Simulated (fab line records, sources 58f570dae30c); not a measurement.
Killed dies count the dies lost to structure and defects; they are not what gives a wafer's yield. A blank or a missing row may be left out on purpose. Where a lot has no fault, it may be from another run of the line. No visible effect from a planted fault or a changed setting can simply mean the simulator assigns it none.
Problem report in the 8D (eight disciplines) form, filled by code | flow berkeley_cmos170 | the parts of the form that need people (team, actions taken, sign-off) are left out

1. WHAT WENT WRONG
M2_AL_RS at UCB170_M2_RS_MEAS_02 reads a mean of 0.0191 ohm/sq on 4 wafers of 3 lots; wafers without a fault read 0.0322 ohm/sq with a standard deviation of 0.00033. That puts it -40 standard deviations away from the usual mean.
The step: measures by four-point-probe.
Earliest sighting: wafer L497.4 on film_metro-04 at day 10 07:07. The record has a number at this step for 42 wafers belonging to 14 lots. Rule for "out" (also "out of limits"): further than 4 standard deviations from the usual mean. The rest of the wafers with a number are treated as sound.

2. WHAT THIS IS AND IS NOT
question                    | is                             | is not
which readings at this step | M2_AL_RS                       | -
which lots                  | L497, L503, L504               | L490, L491, L492, L493, L494, L495, L496, L498, L501, L506, L508
which wafers of those lots  | L497.4, L503.1, L504.2, L504.5 | L497.2, L497.6, L503.3, L503.4, L504.3
read on which gauges        | film_metro-01, film_metro-04   | film_metro-02
when                        | from day 10 07:07              | up to then (26 sound wafers); but 12 sound wafers of L501, L503, L504, L506, L508 came after

3. SUSPECTS, AND WHAT RULES EACH OUT
Counting: if a tool at a process step up to the reading ran every lot that is out, it stays a suspect. Sound lots after the first of them don't rule it out here, since some wafers of a struck lot are sound.
- ruled out: the gauge at UCB170_M2_RS_MEAS_02. Those wafers that are out were read across 2 gauges (film_metro-01, film_metro-04).
- pvd_sputter-03 at UCB170_M2_SPUTTER_01 (material Al, target thk 900 nm, time 120 s): kept. Ran every lot that is out, first one L497 (day 10 07:00); last sound lot up to then L498 (day 10 05:31).
Left after counting: pvd_sputter-03 at UCB170_M2_SPUTTER_01.

4. THE CAUSE (what the simulator had put in)
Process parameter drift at UCB170_M2_SPUTTER_01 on pvd_sputter-03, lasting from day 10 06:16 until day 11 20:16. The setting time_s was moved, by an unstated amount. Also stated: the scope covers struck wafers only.
Only this tool survived the counting.

5. THE EFFECT CHAIN, in route order
One row per reading whose mean, taken over the struck wafers that have a number, lies over 3 standard deviations from the usual. Readings are gone through only where the record gives a usual standard deviation; hours: the median, over the lots, of the time from a lot's start at the first step in this table giving one to that lot's start at this step; sigmas: the change measured in usual standard deviations.
hours | step                    | reading              | usual         | on struck wafers | change  | sigmas
0     | UCB170_M2_RS_MEAS_02    | M2_AL_RS             | 0.0322 ohm/sq | 0.0191           | -0.0131 | -40
0     | UCB170_M2_THK_MEAS_03   | M2_AL_THK            | 906 nm        | 1518             | +612    | +63
2     | UCB170_M2_METAL_ETCH_18 | oes_product_au       | 0.857 a.u.    | 0.999            | +0.142  | +10
8     | UCB170_M3_PROBE_99      | defect_limited_yield | 98.8 %        | 0.0              | -98.8   | -99 or more
8     | UCB170_M3_PROBE_99      | killed_at_M0_to_M3   | 0.9           | 260.5            | +259.6  | +99 or more
8     | UCB170_M3_PROBE_99      | killed_dies          | 3.2           | 264.0            | +260.8  | +99 or more
8     | UCB170_M3_PROBE_99      | killed_on_rim        | 0.9           | 70.0             | +69.1   | +63
8     | UCB170_M3_PROBE_99      | sort_bin_5_function  | 0.7 %         | 99.5             | +98.8   | +99 or more
8     | UCB170_M3_PROBE_99      | sort_n_pass          | 260.8         | 0.0              | -260.8  | -99 or more
8     | UCB170_M3_PROBE_99      | sort_yield_pct       | 98.8 %        | 0.0              | -98.8   | -99 or more
The process steps in it:
- UCB170_M2_METAL_ETCH_18: etches Al in Cl2/BCl3, stops on SiO2, target depth 1170 nm, time 195 s.
- UCB170_M3_PROBE_99
At these later measuring or inspecting steps, every struck wafer for which the step has a row has a number for every such reading, and none has moved that far: UCB170_M2_OVL_MEAS_16.

6. HOW IT WOULD HAVE BEEN CAUGHT EARLIER
In this record the first reading out of limits at a measuring or inspecting step was taken at day 10 07:07, 1 hour after the fault began at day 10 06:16.
Of the tool readings at UCB170_M2_SPUTTER_01 for which the record gives a usual standard deviation, none was out on any struck wafer, so an alarm limit of 4 standard deviations on them would not have fired.
Among the 3 lots that are out, L503, L504 began UCB170_M2_SPUTTER_01 on pvd_sputter-03 after day 10 07:07. A hold on the tool at that time would have spared those 2.
